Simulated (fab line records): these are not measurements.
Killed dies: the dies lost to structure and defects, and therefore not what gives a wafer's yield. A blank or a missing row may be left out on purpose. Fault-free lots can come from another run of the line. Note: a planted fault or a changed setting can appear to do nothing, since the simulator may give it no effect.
Chamber matching ; flow berkeley cmos170 ; rie diel-04 running UCB170_M1_ETCH_11: 4 sister chambers
The step etches BARC in N2/H2. 4 wafers are shown with their chamber, then 7 later ones without.

## WAFERS, EACH WITH ITS CHAMBER
wafer;chamber;throttle valve pct (%)
L124.2;3;13.19
L129.3;2;13.54
L130.1;1;13.58
L130.2;0;13.35

## WAFERS MISSING THEIR CHAMBER
wafer;throttle valve pct (%)
L130.6;13.37
L137.3;13.35
L137.4;13.59
L137.5;13.54
L143.1;13.55
L143.2;13.59
L143.5;13.54

## WHICH CHAMBER EACH WENT THROUGH
wafer;from the rows above;in truth
L130.6;0;0
L137.3;0;0
L137.4;1;1
L137.5;2;2
L143.1;can't be placed: 2 or 1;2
L143.2;1;1
L143.5;2;2
Correct placement for 6 of the 7. Cannot be placed on the basis of these rows: 1; the candidates contain the true chamber in 1. Placed wrongly: 0.
How it was worked out, from the rows above alone: a wafer's distance from a chamber is the root of the sum, over the readings, of the square of ((its reading less the chamber's mean) divided by the reading's scatter). The wafer belongs to the nearest chamber; if the next one is less than 2 further off, it can't be placed. A chamber's mean is the mean of its shown wafers. The scatter: with one shown wafer a chamber, the root of the mean of the squares of how far each hidden wafer lies from its nearest shown one.
